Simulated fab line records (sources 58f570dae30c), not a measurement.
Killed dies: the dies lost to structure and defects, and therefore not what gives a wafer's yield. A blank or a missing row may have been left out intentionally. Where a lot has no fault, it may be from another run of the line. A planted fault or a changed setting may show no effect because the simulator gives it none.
A lot that was struck, set against a sound lot -- flow berkeley_cmos170 -- 15 out of 331 route steps
Sound: wafers L723.3, L723.5, L723.6. The struck wafers were L733.2, L733.3, L733.6. Last of all comes the cause.
Per side, at each step with rows, come the tool, then ch with its chambers, and then its first start. Under that, the readings that differ: sound wafers -- struck wafers -- difference of the means -- sigmas: that difference in standard deviations of wafers without a fault.
alike: readings with means less than 2 such deviations apart, plus words and numbers identical on both sides. not compared: withheld readings, readings lacking a value on some wafer, bounds such as >300 that could conceal the same value, and numbers that have no deviation in the record and whose values overlap.
Wherever a step has rows on one side only, a row that says differs or no value, or a row with sigmas, the two part there. Numbers that don't overlap but have no deviation are shown without sigmas and don't part them. Lack of a reading on every wafer of one side parts them only where that side has two or more wafers.

UCB170_PWELL_THK_MEAS_03:
  sound: film_metro-03 at day 3 06:01; struck: film_metro-02 at day 5 11:49
  alike: PWELL_OXIDE_THK
then, 2 steps without rows for these wafers: UCB170_PWELL_ANNEAL_04 (time 900 s); UCB170_PWELL_CVD_05 (deposits Si3N4 from SiH2Cl2/NH3, target thk 220 nm, time 3300 s).
UCB170_PWELL_THK_MEAS_06:
  sound: film_metro-03 at day 3 13:12; struck: film_metro-04 at day 5 18:32
  alike: PWELL_NITRIDE_THK
then, 6 steps without rows for these wafers: UCB170_PWELL_HMDS_07 (prime time 60 s); UCB170_PWELL_COAT_08 (resist thk 900 nm); UCB170_PWELL_SOFTBAKE_09 (time 60 s); UCB170_PWELL_EXPOSE_10 (exposes mask PWELL, target cd 3000 nm); UCB170_PWELL_PEB_11; UCB170_PWELL_DEVELOP_12 (develop time 45 s).
UCB170_PWELL_OVL_MEAS_13:
  sound: overlay-02 at day 3 14:18; struck: overlay-01 at day 5 19:34
reading,sound,struck,difference,sigmas
PWELL_OVL (nm),16 8 12,-3 -1 -8,-16,-3
UCB170_PWELL_ETCH_14: etches Si3N4 in CH3F/Ar/O2, stops on SiO2, target depth 242 nm, time 153.8 s.
  sound on rie_diel-02 ch 0,1,2, day 3 14:19; struck on rie_diel-04 ch 2,3, day 5 19:35
  alike: drypump_motor_current_A, oes_product_au, throttle_valve_pct
  not compared: rf_hours_counter_h
UCB170_PWELL_IMPLANT_15:
  sound on implanter-02 ch 0, day 3 14:29; struck on implanter-02 ch 0, day 5 19:43
reading,sound,struck,difference,sigmas
beam_energy_keV,60.048 60.032 60.028,59.170 59.176 59.163,-0.866,-43
model.implant.drp_nm (nm),64.7 64.7 64.7,64.21 64.21 64.21,-0.49,
  alike: faraday_current_uA
UCB170_PWELL_STRIP_16: strips in O2.
  sound on plasma_asher-03 ch 0,1, day 3 14:37; struck on plasma_asher-03 ch 0,1, day 5 19:50
reading,sound,struck,difference,sigmas
strip_time_to_endpoint_s (s),18.12 18.12 18.08,17.91 17.86 17.99,-0.19,-2
  alike: drypump_motor_current_A, oes_product_au
  not compared: rf_hours_counter_h
next, for these wafers, 1 step has no rows: UCB170_M3_PROBE_99.

## WHERE THEY PART
Last at UCB170_PWELL_STRIP_16 as far as this record goes, first at UCB170_PWELL_OVL_MEAS_13.

WHY: what had been put in by the simulator
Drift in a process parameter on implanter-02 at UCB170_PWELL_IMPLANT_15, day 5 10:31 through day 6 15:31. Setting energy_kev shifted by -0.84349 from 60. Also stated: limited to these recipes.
